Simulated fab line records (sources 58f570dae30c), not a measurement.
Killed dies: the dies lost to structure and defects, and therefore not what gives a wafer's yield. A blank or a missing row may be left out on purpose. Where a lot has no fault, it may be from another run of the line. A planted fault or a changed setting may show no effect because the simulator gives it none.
Which of the tools did it? :: flow berkeley_cmos170 :: 14 lots, 42 wafers sampled, at 4 steps of a route of 331

## WHAT THE GAUGES READ, wafer by wafer
UCB170_GATE_OVL_MEAS_13.
lot: L427
measured: day 6 17:35
on: overlay-02
GATE_OVL (nm): -1 2 9

lot: L428
measured: day 6 17:28
on: overlay-01
GATE_OVL (nm): 0 5 0

lot: L431
measured: day 7 06:28
on: overlay-01
GATE_OVL (nm): -2 -1 0

lot: L437
measured: day 8 06:15
on: overlay-01
GATE_OVL (nm): -3 4 0

lot: L438
measured: day 8 22:49
on: overlay-02
GATE_OVL (nm): -10 -9 -4

lot: L440
measured: day 9 14:41
on: overlay-02
GATE_OVL (nm): -7 -2 -9

lot: L441
measured: day 9 15:40
on: overlay-01
GATE_OVL (nm): 4 2 2

lot: L442
measured: day 9 14:50
on: overlay-01
GATE_OVL (nm): 3 0 2

lot: L443
measured: day 9 18:01
on: overlay-02
GATE_OVL (nm): 6 4 0

lot: L444
measured: day 9 15:07
on: overlay-02
GATE_OVL (nm): -7 -8 -8

lot: L446
measured: day 10 09:02
on: overlay-01
GATE_OVL (nm): -5 -2 2

lot: L447
measured: day 10 09:10
on: overlay-02
GATE_OVL (nm): 5 8 -3

UCB170_M1_THK_MEAS_02: measures by xrf.
lot: L427
measured: day 7 17:02
on: film_metro-03
M1_AL_THK (nm): 597 602 593

lot: L428
measured: day 7 16:40
on: film_metro-03
M1_AL_THK (nm): 587 589 582

lot: L431
measured: day 8 15:25
on: film_metro-02
M1_AL_THK (nm): 596 593 595

lot: L437
measured: day 9 04:10
on: film_metro-04
M1_AL_THK (nm): 587 589 586

lot: L438
measured: day 10 00:52
on: film_metro-04
M1_AL_THK (nm): 586 584 592

lot: L440
measured: day 10 11:59
on: film_metro-02
M1_AL_THK (nm): 604 604 600

lot: L441
measured: day 10 15:10
on: film_metro-03
M1_AL_THK (nm): 581 585 571

lot: L442
measured: day 10 12:41
on: film_metro-03
M1_AL_THK (nm): 592 594 590

lot: L443
measured: day 10 15:17
on: film_metro-04
M1_AL_THK (nm): 585 594 591

lot: L444
measured: day 10 12:30
on: film_metro-04
M1_AL_THK (nm): 595 587 582

lot: L446
measured: day 11 04:37
on: film_metro-03
M1_AL_THK (nm): 595 580 583

lot: L447
measured: day 11 05:10
on: film_metro-03
M1_AL_THK (nm): 588 585 580

## WHAT TOOL EACH LOT RAN ON (gives the tool, then ch and the chambers of the sampled wafers, and finally the start)
lot: L427
UCB170_PWELL_OXIDATION_02: furnace-03 ch 0, day 3 00:20
UCB170_SILICIDE_RTA_04: rtp_anneal-02 ch 0, day 7 10:18

lot: L428
UCB170_PWELL_OXIDATION_02: furnace-03 ch 0, day 3 00:20
UCB170_SILICIDE_RTA_04: rtp_anneal-01 ch 0, day 7 10:51

lot: L431
UCB170_PWELL_OXIDATION_02: furnace-01 ch 0, day 3 07:07
UCB170_SILICIDE_RTA_04: rtp_anneal-02 ch 0, day 8 05:43

lot: L434
UCB170_PWELL_OXIDATION_02: furnace-01, day 4 02:31
UCB170_SILICIDE_RTA_04: -

lot: L435
UCB170_PWELL_OXIDATION_02: furnace-01, day 4 08:07
UCB170_SILICIDE_RTA_04: -

lot: L437
UCB170_PWELL_OXIDATION_02: furnace-02 ch 0, day 4 16:26
UCB170_SILICIDE_RTA_04: rtp_anneal-01 ch 0, day 8 22:17

lot: L438
UCB170_PWELL_OXIDATION_02: furnace-02 ch 0, day 5 00:32
UCB170_SILICIDE_RTA_04: rtp_anneal-01 ch 0, day 9 16:49

lot: L440
UCB170_PWELL_OXIDATION_02: furnace-03 ch 0, day 5 12:35
UCB170_SILICIDE_RTA_04: rtp_anneal-01 ch 0, day 10 06:42

lot: L441
UCB170_PWELL_OXIDATION_02: furnace-01 ch 0, day 5 21:25
UCB170_SILICIDE_RTA_04: rtp_anneal-02 ch 0, day 10 08:46

lot: L442
UCB170_PWELL_OXIDATION_02: furnace-01 ch 0, day 5 21:25
UCB170_SILICIDE_RTA_04: rtp_anneal-02 ch 0, day 10 07:04

lot: L443
UCB170_PWELL_OXIDATION_02: furnace-03 ch 0, day 6 06:44
UCB170_SILICIDE_RTA_04: rtp_anneal-02 ch 0, day 10 09:13

lot: L444
UCB170_PWELL_OXIDATION_02: furnace-03 ch 0, day 6 06:44
UCB170_SILICIDE_RTA_04: rtp_anneal-02 ch 0, day 10 06:34

lot: L446
UCB170_PWELL_OXIDATION_02: furnace-03 ch 0, day 6 22:09
UCB170_SILICIDE_RTA_04: rtp_anneal-02 ch 0, day 10 22:30

lot: L447
UCB170_PWELL_OXIDATION_02: furnace-03 ch 0, day 6 22:09
UCB170_SILICIDE_RTA_04: rtp_anneal-01 ch 0, day 10 22:31
- UCB170_PWELL_OXIDATION_02: target thk 26.4 nm, ox time 1260 s.
- UCB170_SILICIDE_RTA_04: time 15 s.

## AS READ BY THE TOOLS THEMSELVES (means over the sampled wafers that have a number; for cases with no such wafer, the mark the record gives instead)
UCB170_PWELL_OXIDATION_02.
lot: L427
tool: furnace-03
ox_temp_c (C): 1000.0
ox_temp_c_max: 1005.3

lot: L428
tool: furnace-03
ox_temp_c (C): 999.6
ox_temp_c_max: 1005.4

lot: L431
tool: furnace-01
ox_temp_c (C): 1000.2
ox_temp_c_max: 1006.0

lot: L434
tool: furnace-01
ox_temp_c (C): -
ox_temp_c_max: -

lot: L435
tool: furnace-01
ox_temp_c (C): -
ox_temp_c_max: -

lot: L437
tool: furnace-02
ox_temp_c (C): 999.7
ox_temp_c_max: 1005.6

lot: L438
tool: furnace-02
ox_temp_c (C): 1000.2
ox_temp_c_max: 1006.6

lot: L440
tool: furnace-03
ox_temp_c (C): 1000.6
ox_temp_c_max: 1006.4

lot: L441
tool: furnace-01
ox_temp_c (C): 999.7
ox_temp_c_max: 1006.6

lot: L442
tool: furnace-01
ox_temp_c (C): 1000.1
ox_temp_c_max: 1006.2

lot: L443
tool: furnace-03
ox_temp_c (C): 1000.0
ox_temp_c_max: 1004.7

lot: L444
tool: furnace-03
ox_temp_c (C): 999.9
ox_temp_c_max: 1005.0

lot: L446
tool: furnace-03
ox_temp_c (C): 1000.2
ox_temp_c_max: 1005.8

lot: L447
tool: furnace-03
ox_temp_c (C): 999.5
ox_temp_c_max: 1004.3

UCB170_SILICIDE_RTA_04.
lot: L427
tool: rtp_anneal-02
lamp_power_pct (%): 10.6
wafer_temp_C_max: 652.8

lot: L428
tool: rtp_anneal-01
lamp_power_pct (%): 9.8
wafer_temp_C_max: 651.9

lot: L431
tool: rtp_anneal-02
lamp_power_pct (%): 10.6
wafer_temp_C_max: 652.1

lot: L437
tool: rtp_anneal-01
lamp_power_pct (%): 9.9
wafer_temp_C_max: 652.0

lot: L438
tool: rtp_anneal-01
lamp_power_pct (%): 9.9
wafer_temp_C_max: 652.2

lot: L440
tool: rtp_anneal-01
lamp_power_pct (%): 9.9
wafer_temp_C_max: 651.8

lot: L441
tool: rtp_anneal-02
lamp_power_pct (%): 10.6
wafer_temp_C_max: 652.2

lot: L442
tool: rtp_anneal-02
lamp_power_pct (%): 10.6
wafer_temp_C_max: 652.1

lot: L443
tool: rtp_anneal-02
lamp_power_pct (%): 10.6
wafer_temp_C_max: 652.0

lot: L444
tool: rtp_anneal-02
lamp_power_pct (%): 10.6
wafer_temp_C_max: 652.3

lot: L446
tool: rtp_anneal-02
lamp_power_pct (%): 10.6
wafer_temp_C_max: 652.4

lot: L447
tool: rtp_anneal-01
lamp_power_pct (%): 9.9
wafer_temp_C_max: 651.8

## THE ANSWER, worked out from the rows above alone
Rule: usual is defined by the lots themselves. The widest of any qualifying gaps counts: lots, ordered by their means at a reading, are off when they make up no more than a third of the lots, leave a main group of 4 or more, and stand apart from it by 3 or more times the standard deviation of that group's means. The tables above print the reading to a certain number of digits; a main group whose means all agree to those digits is not used. Also off: a lot with no number at a reading for which 4 or more lots have one. The other lots that the step has rows for count as sound. The gauges are gone through in route order, then the tools' own readings, and for those a lot's mean is taken as printed above. At the first step where some lot is off, the reading lying furthest off is the one used; lots without a number count as furthest.
Off: L434, L435 (UCB170_PWELL_OXIDATION_02, ox_temp_c). Without a number there: L434, L435. Mean 1000.0 C and standard deviation 0.3 in the main group.
A tool fits if, at that step or a process step before it, it ran every lot that is off, and no sound lot after the first of them. No candidate that was tried fits.

## WHAT THE SIMULATOR PUT IN
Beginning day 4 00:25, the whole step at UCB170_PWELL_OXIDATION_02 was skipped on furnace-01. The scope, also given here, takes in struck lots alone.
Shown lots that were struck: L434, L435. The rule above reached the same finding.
